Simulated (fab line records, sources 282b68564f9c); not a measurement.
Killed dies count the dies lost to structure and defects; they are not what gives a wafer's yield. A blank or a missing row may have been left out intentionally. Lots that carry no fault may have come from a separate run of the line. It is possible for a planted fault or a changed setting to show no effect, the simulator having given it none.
Check for tools in common / flow rit cmos / Sampled: 14 lots, 42 wafers

THE REASON FOR OPENING IT
RIT_SPACER_THK_MEAS_04, reading SPACER_NITRIDE_THK: flagged on 2 of 14 lots. Wafers without a fault read 250.3 nm, standard deviation 2.4.
Rule: flag the lot when none of its wafers has a number, or when each of its wafers that has one lies beyond 4 standard deviations from that mean. As for the other lots, they are considered sound.

lot=L993; measured=day 3 15:25; on=film metro-01; SPACER_NITRIDE_THK (nm), wafer by wafer=254.3 254.4 254.7; flag=
lot=L994; measured=day 3 15:43; on=film metro-04; SPACER_NITRIDE_THK (nm), wafer by wafer=251.7 251.3 247.8; flag=
lot=L995; measured=day 3 19:58; on=film metro-01; SPACER_NITRIDE_THK (nm), wafer by wafer=250.4 249.1 249.7; flag=
lot=L996; measured=day 4 04:05; on=film metro-03; SPACER_NITRIDE_THK (nm), wafer by wafer=246.9 248.1 248.7; flag=
lot=L997; measured=day 4 04:40; on=film metro-03; SPACER_NITRIDE_THK (nm), wafer by wafer=251.9 250.8 254.1; flag=
lot=L998; measured=day 4 08:30; on=film metro-01; SPACER_NITRIDE_THK (nm), wafer by wafer=251.5 250.6 250.5; flag=
lot=L100; measured=day 5 02:10; on=film metro-01; SPACER_NITRIDE_THK (nm), wafer by wafer=252.5 251.2 252.3; flag=
lot=L102; measured=day 5 08:23; on=film metro-01; SPACER_NITRIDE_THK (nm), wafer by wafer=246.7 246.5 247.3; flag=
lot=L103; measured=day 5 14:56; on=film metro-01; SPACER_NITRIDE_THK (nm), wafer by wafer=254.1 252.5 254.2; flag=
lot=L105; measured=day 5 21:36; on=film metro-04; SPACER_NITRIDE_THK (nm), wafer by wafer=246.8 250.4 247.1; flag=
lot=L108; measured=day 6 15:31; on=film metro-04; SPACER_NITRIDE_THK (nm), wafer by wafer=352.7 354.5 352.0; flag=FLAGGED
lot=L110; measured=day 7 00:56; on=film metro-01; SPACER_NITRIDE_THK (nm), wafer by wafer=249.2 250.9 249.6; flag=
lot=L111; measured=day 7 02:16; on=film metro-04; SPACER_NITRIDE_THK (nm), wafer by wafer=354.1 352.9 353.0; flag=FLAGGED
lot=L115; measured=day 7 23:01; on=film metro-01; SPACER_NITRIDE_THK (nm), wafer by wafer=251.2 252.6 249.8; flag=
Average over the flagged lots: 353.2 nm; offset from the usual +102.9 nm, equal to +43 standard deviations.

EACH LOT AND THE TOOL IT RAN ON
The record keeps 1 process step preceding the reading, out of 202 steps on the route. In each cell: the tool, then ch and the chambers that the sampled wafers went through, then the start.
lot=L993; flag=; RIT_SPACER_CVD_03=lpcvd-02 ch 0, day 3 13:29
lot=L994; flag=; RIT_SPACER_CVD_03=lpcvd-01 ch 0, day 3 13:47
lot=L995; flag=; RIT_SPACER_CVD_03=lpcvd-01 ch 0, day 3 18:02
lot=L996; flag=; RIT_SPACER_CVD_03=lpcvd-01 ch 0, day 4 02:10
lot=L997; flag=; RIT_SPACER_CVD_03=lpcvd-02 ch 0, day 4 02:44
lot=L998; flag=; RIT_SPACER_CVD_03=lpcvd-01 ch 0, day 4 06:34
lot=L100; flag=; RIT_SPACER_CVD_03=lpcvd-02 ch 1, day 5 00:14
lot=L102; flag=; RIT_SPACER_CVD_03=lpcvd-01 ch 0, day 5 06:28
lot=L103; flag=; RIT_SPACER_CVD_03=lpcvd-02 ch 1, day 5 13:01
lot=L105; flag=; RIT_SPACER_CVD_03=lpcvd-02 ch 0, day 5 19:40
lot=L108; flag=FLAGGED; RIT_SPACER_CVD_03=lpcvd-02 ch 1, day 6 13:36
lot=L110; flag=; RIT_SPACER_CVD_03=lpcvd-01 ch 0, day 6 23:01
lot=L111; flag=FLAGGED; RIT_SPACER_CVD_03=lpcvd-02 ch 1, day 7 00:20
lot=L115; flag=; RIT_SPACER_CVD_03=lpcvd-01 ch 0, day 7 21:06
What these steps do:
- RIT_SPACER_CVD_03: deposits Si3N4 from SiH2Cl2/NH3, target thk 250 nm, time 3300 s.
- RIT_SPACER_THK_MEAS_04

FLAGGED OVER TOTAL, TOOL BY TOOL (the gauges that took the reading come last)
step=RIT_SPACER_CVD_03; tool=lpcvd-01; lots run=7; flagged=0; share of the flagged lots=none; sound lots run after its first flagged lot=-
step=RIT_SPACER_CVD_03; tool=lpcvd-02; lots run=7; flagged=2; share of the flagged lots=all; sound lots run after its first flagged lot=0
step=RIT_SPACER_THK_MEAS_04; tool=film metro-01; lots run=8; flagged=0; share of the flagged lots=none; sound lots run after its first flagged lot=-
step=RIT_SPACER_THK_MEAS_04; tool=film metro-03; lots run=2; flagged=0; share of the flagged lots=none; sound lots run after its first flagged lot=-
step=RIT_SPACER_THK_MEAS_04; tool=film metro-04; lots run=4; flagged=2; share of the flagged lots=all; sound lots run after its first flagged lot=0

WHAT IS ALLOWED BY THE TABLE
Rows of the table that ran all the flagged lots, 2 in number: lpcvd-02 at RIT_SPACER_CVD_03; film metro-04 at RIT_SPACER_THK_MEAS_04.
- lpcvd-02 at RIT_SPACER_CVD_03: 2 of its 7 lots flagged. It ran its last sound lot, L105, at day 5 19:40 and its first flagged lot, L108, at day 6 13:36: a fault with its onset between the two fits. Its own readings lie more than 4 standard deviations out on every wafer of the flagged lots: spike tc centre C, spike tc load C, spike tc source C.
- film metro-04 at RIT_SPACER_THK_MEAS_04: 2 of its 4 lots flagged. It ran its last sound lot, L105, at day 5 21:36 and its first flagged lot, L108, at day 6 15:31: a fault with its onset between the two fits.
Counting lots can't tell these 2 tools apart, because each fits a fault that began at some hour. More lots, or a look at what each step does to the wafer, might.

WHAT THE SIMULATOR HAD PUT IN
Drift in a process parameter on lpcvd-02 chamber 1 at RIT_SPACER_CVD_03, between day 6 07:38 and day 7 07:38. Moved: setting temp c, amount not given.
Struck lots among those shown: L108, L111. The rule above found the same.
